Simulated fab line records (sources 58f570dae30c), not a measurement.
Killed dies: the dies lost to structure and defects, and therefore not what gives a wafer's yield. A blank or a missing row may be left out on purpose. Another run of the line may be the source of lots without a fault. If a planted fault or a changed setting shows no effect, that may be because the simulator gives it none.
Which tool is to blame? -- flow berkeley cmos170 -- 14 lots, 42 wafers sampled, at 5 steps of a route of 331

== WHAT EACH GAUGE READ, for each wafer ==
UCB170_WELLDRIVE_THK_MEAS_02. Usual: for WELLDRIVE_OXIDE_THK the level is 198 nm and the standard deviation is 3.4.
lot,measured,on,WELLDRIVE_OXIDE_THK (nm),flag
L655,day 3 12:34,film metro-03,195 197 194,
L656,day 3 12:34,film metro-04,192 196 196,
L657,day 3 18:28,film metro-03,198 200 199,
L658,day 4 06:19,film metro-01,201 198 198,
L659,day 4 06:19,film metro-03,198 198 199,
L661,day 4 20:24,film metro-03,202 202 203,
L665,day 5 18:34,film metro-01,200 203 200,
L668,day 6 17:04,film metro-03,198 196 198,
L670,day 7 08:01,film metro-04,201 204 201,
L672,day 7 08:01,film metro-01,199 197 196,
L673,day 7 08:02,film metro-03,195 195 195,
L676,day 8 01:17,film metro-04,196 195 198,
L677,day 8 01:17,film metro-03,198 201 200,
L678,day 8 08:31,film metro-01,198 200 199,

UCB170_PFIELD_OVL_MEAS_06. Usual: for PFIELD_OVL the level is -1 nm and the standard deviation is 4.7.
lot,measured,on,PFIELD_OVL (nm),flag
L655,day 4 06:41,overlay-02,1 4 -1,
L656,day 4 06:58,overlay-01,9 -2 0,
L657,day 4 13:14,overlay-02,3 1 -2,
L658,day 5 04:37,overlay-02,-1 5 2,
L659,day 5 04:04,overlay-01,-4 1 -3,
L661,day 5 18:52,overlay-02,1 -5 -1,
L665,day 6 12:44,overlay-01,1 -2 2,
L668,day 7 15:04,overlay-01,-10 -4 -2,
L670,day 8 02:53,overlay-02,6 5 10,
L672,day 8 03:09,overlay-02,- - -,OFF
L673,day 8 03:26,overlay-01,- - -,OFF
L676,day 8 19:50,overlay-02,-2 -2 -1,
L677,day 8 20:07,overlay-02,-5 -4 0,
L678,day 8 23:48,overlay-01,-5 -12 -5,

UCB170_GATE_CD_MEAS_90: target cd 350 nm. Usual: cd nm 349.9 nm, standard deviation 1.7.
lot,measured,on,cd nm (nm),flag
L655,day 6 05:01,cd sem-02,348.8 347.3 348.3,
L656,day 6 04:39,cd sem-01,348.6 348.0 347.9,
L657,day 6 14:39,cd sem-01,346.8 348.1 349.5,
L658,day 7 03:05,cd sem-01,346.8 348.0 347.9,
L659,day 7 03:19,cd sem-02,348.9 350.9 348.6,
L661,day 7 18:14,cd sem-02,350.6 348.3 349.8,
L665,day 8 08:19,cd sem-01,351.9 352.7 352.2,
L668,day 9 08:49,cd sem-01,348.7 349.7 349.5,
L670,day 9 17:16,cd sem-01,349.5 349.3 349.4,
L672,day 9 16:33,cd sem-01,351.1 349.7 349.2,
L673,day 9 16:49,cd sem-02,349.0 347.8 349.1,
L676,day 10 10:42,cd sem-01,349.6 350.5 351.3,
L677,day 10 10:23,cd sem-01,351.9 350.9 347.0,
L678,day 10 10:36,cd sem-02,353.5 353.4 353.6,

UCB170_PSD_OVL_MEAS_07. Usual: for PSD_OVL the level is -5 nm and the standard deviation is 4.6.
lot,measured,on,PSD_OVL (nm),flag
L655,day 6 16:02,overlay-02,-5 -1 -6,
L656,day 6 15:44,overlay-01,-3 -6 -7,
L657,day 7 02:10,overlay-01,-3 -3 -13,
L658,day 7 13:18,overlay-02,-7 -6 -6,
L659,day 7 13:33,overlay-01,-13 -7 -10,
L661,day 8 03:56,overlay-02,1 -1 -4,
L665,day 8 16:46,overlay-02,2 -1 -1,
L668,day 9 21:54,overlay-02,1 -2 -10,
L670,day 10 05:38,overlay-02,-5 -6 -5,
L672,day 10 02:30,overlay-02,-11 -2 -10,
L673,day 10 02:38,overlay-01,-5 -9 -3,
L676,day 10 21:06,overlay-02,4 -3 -2,
L677,day 10 20:40,overlay-02,-20 -9 -7,
L678,day 10 20:56,overlay-01,-10 -8 -8,

== TOOL THAT RAN EACH LOT (tool first, then ch and the chambers of the sampled wafers, then the start) ==
lot,UCB170_PFIELD_COAT_01
L655,"litho track-02 ch 0, day 4 05:40"
L656,"litho track-01 ch 0, day 4 05:44"
L657,"litho track-01 ch 0, day 4 12:32"
L658,"litho track-01 ch 0, day 5 03:29"
L659,"litho track-02 ch 0, day 5 03:13"
L661,"litho track-02 ch 0, day 5 18:01"
L665,"litho track-04 ch 0, day 6 11:32"
L668,"litho track-02 ch 0, day 7 13:36"
L670,"litho track-04 ch 0, day 8 01:52"
L672,"litho track-01, day 8 02:01"
L673,"litho track-02, day 8 02:18"
L676,"litho track-02 ch 0, day 8 19:10"
L677,"litho track-01 ch 0, day 8 19:13"
L678,"litho track-02 ch 0, day 8 22:56"
- UCB170_PFIELD_COAT_01: resist thk 900 nm.

== WHAT THE TOOLS THEMSELVES READ (means of the sampled wafers that have a number; where no wafer has one, the mark that the record gives instead) ==
UCB170_PFIELD_COAT_01. Usual: chill plate temp C 22.99 C, standard deviation 0.11; dispense pressure kPa 47 kPa, standard deviation 5.5; spin speed rpm 1500.0 rpm, standard deviation 1.
lot,tool,chill plate temp C (C),dispense pressure kPa (kPa),spin speed rpm (rpm),flag
L655,litho track-02,22.94,43,1500.0,
L656,litho track-01,23.03,46,1501.3,
L657,litho track-01,23.06,46,1500.5,
L658,litho track-01,23.04,46,1499.0,
L659,litho track-02,22.91,43,1499.6,
L661,litho track-02,23.06,43,1501.0,
L665,litho track-04,22.92,56,1500.4,
L668,litho track-02,22.99,43,1498.7,
L670,litho track-04,22.94,56,1500.4,
L672,litho track-01,-,-,-,OFF
L673,litho track-02,-,-,-,OFF
L676,litho track-02,23.07,43,1501.2,
L677,litho track-01,22.98,46,1500.0,
L678,litho track-02,22.87,43,1499.5,

== THE ANSWER, worked out from the rows above alone ==
Rule: a lot is off if the mean of its wafers that have a number lies more than 3 standard deviations from the usual mean. Also off: a lot with no number at a reading for which 4 or more lots have one. The other lots that the step has rows for count as sound. The gauges are gone through in route order, then the tools' own readings, and for those a lot's mean is taken as printed above. At the first step where some lot is off, the reading lying furthest off is the one used; lots without a number count as furthest.
Off: L672, L673, seen at UCB170_PFIELD_OVL_MEAS_06 (PFIELD_OVL). Without a number there: L672, L673.
A tool fits if, at a process step before that reading, it ran every lot that is off, and no sound lot after the first of them. Not tried: the gauges at UCB170_PFIELD_OVL_MEAS_06; whatever is off there is also off at UCB170_PFIELD_COAT_01, on other tools, and gauge error can't account for it. None of those tried fits.

== WHAT WAS PUT IN BY THE SIMULATOR ==
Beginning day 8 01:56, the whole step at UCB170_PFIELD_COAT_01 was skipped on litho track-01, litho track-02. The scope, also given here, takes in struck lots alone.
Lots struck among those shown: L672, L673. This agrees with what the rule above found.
